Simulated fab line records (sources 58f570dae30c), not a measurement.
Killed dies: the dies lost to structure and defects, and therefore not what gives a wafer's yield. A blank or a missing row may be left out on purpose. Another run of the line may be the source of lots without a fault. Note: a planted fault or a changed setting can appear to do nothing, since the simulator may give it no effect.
A lot that was struck, set against a sound lot ; flow berkeley-cmos170 ; 23 steps out of a route of 331
Sound: the wafers L246.2, L246.4, L246.6. The struck wafers were L254.1, L254.2, L254.3. The cause comes at the end.
For every step that has rows: the tool of each side, followed by ch and its chambers, followed by its first start. Under that, the readings that differ: sound wafers ; struck wafers ; difference of the means ; sigmas: that difference in standard deviations of wafers without a fault.
alike: a reading whose means differ by less than 2 such deviations, as well as words and numbers matching on both sides. not compared: withheld readings; readings where some wafer has no value; bounds like >300 that might hide an equal value; numbers whose values overlap and for which the record gives no deviation.
Wherever a step has rows on one side only, a row that says differs or no value, or a row with sigmas, the two part there. When numbers do not overlap yet have no deviation, they are printed without sigmas and do not part them. Lack of a reading on every wafer of one side parts them only where that side has two or more wafers.

first, 3 steps without rows for these wafers: UCB170_PLDD_EXPOSE_03 (exposes mask PSELECT, target cd 1200 nm); UCB170_PLDD_PEB_04; UCB170_PLDD_DEVELOP_05 (develop time 45 s).
UCB170_PLDD_CD_MEAS_06: the cd target is 1200 nm.
  sound: cd-sem-02 at day 6 13:06; struck: cd-sem-01 at day 8 06:12
  alike: cd-nm
UCB170_PLDD_OVL_MEAS_07:
  sound: overlay-02 at day 6 13:12; struck: overlay-02 at day 8 06:19
  alike: PLDD_OVL
then, 2 steps without rows for these wafers: UCB170_PLDD_IMPLANT_08; UCB170_PLDD_IMPLANT_09.
UCB170_PLDD_STRIP_10: strips in O2.
  sound on plasma-asher-03 ch 1, day 6 13:32; struck on plasma-asher-04 ch 0,1, day 8 06:40
  alike: drypump-motor-current-A, o2-flow-sccm, oes-product-au, strip-time-to-endpoint-s
  not compared: rf-hours-counter-h
UCB170_PLDD_TW_MEAS_11:
  sound: film-metro-03 at day 6 13:38; struck: film-metro-01 at day 8 06:46
  alike: PLDD_TW
then, 3 steps without rows for these wafers: UCB170_PLDD_CLEAN_12 (cleans in SPM, time 600 s); UCB170_NLDD_HMDS_00 (prime time 60 s); UCB170_NLDD_COAT_01 (resist thk 900 nm).
UCB170_NLDD_SOFTBAKE_02: time 60 s.
  sound on litho-track-04 ch 0, day 6 14:14; struck on litho-track-01 ch 0, day 8 07:40
reading;sound;struck;difference;sigmas
heater-power-total-W (W);56.83 56.78 56.84;51.31 51.33 51.31;-5.50;-99 or more
plate-temp-C (C);129.81 130.07 129.95;120.12 120.45 120.20;-9.69;-81
  alike: chill-plate-temp-C
then, 2 steps without rows for these wafers: UCB170_NLDD_EXPOSE_03 (exposes mask NSELECT, target cd 1200 nm); UCB170_NLDD_PEB_04.
UCB170_NLDD_DEVELOP_05: develop time 45 s.
  sound: litho-track-04 ch 0; struck: litho-track-01 ch 0
reading;sound;struck;difference;sigmas
model.KrF_of_NLDD_COAT_01.thk-nm (nm);888.1 887.9 889.3;903.8 904.2 905.1;+15.9;
  alike: chill-plate-temp-C
UCB170_NLDD_CD_MEAS_06: the cd target is 1200 nm.
  sound: cd-sem-01 at day 6 14:46; struck: cd-sem-02 at day 8 08:38
reading;sound;struck;difference;sigmas
cd-nm (nm);1201.6 1201.5 1200.6;1182.6 1182.7 1181.8;-18.9;-16
UCB170_NLDD_OVL_MEAS_07:
  sound: overlay-02 at day 6 14:52; struck: overlay-02 at day 8 08:46
  alike: NLDD_OVL
then, 2 steps without rows for these wafers: UCB170_NLDD_IMPLANT_08; UCB170_NLDD_IMPLANT_09.
UCB170_NLDD_STRIP_10: strips in O2.
  sound on plasma-asher-02 ch 0,1, day 6 15:12; struck on plasma-asher-01 ch 0,1, day 8 09:05
reading;sound;struck;difference;sigmas
drypump-motor-current-A (A);5.7 4.9 4.9;6.3 6.1 6.3;+1.1;+2
strip-time-to-endpoint-s (s);21.69 21.67 21.72;22.05 22.07 22.09;+0.38;+5
  alike: o2-flow-sccm, oes-product-au
  not compared: rf-hours-counter-h
UCB170_NLDD_TW_MEAS_11:
  sound: film-metro-02 at day 6 15:19; struck: film-metro-03 at day 8 09:11
  alike: NLDD_TW
UCB170_M3_PROBE_99:
  the record has rows for the sound wafers here (prober-01, day 8 03:32) and none for the struck ones

## WHERE THEY PART
Earliest at UCB170_NLDD_SOFTBAKE_02; latest, in this record, at UCB170_M3_PROBE_99.

WHY: the cause the simulator had injected
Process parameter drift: litho-track-01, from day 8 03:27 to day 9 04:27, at UCB170_NLDD_SOFTBAKE_02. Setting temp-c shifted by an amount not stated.
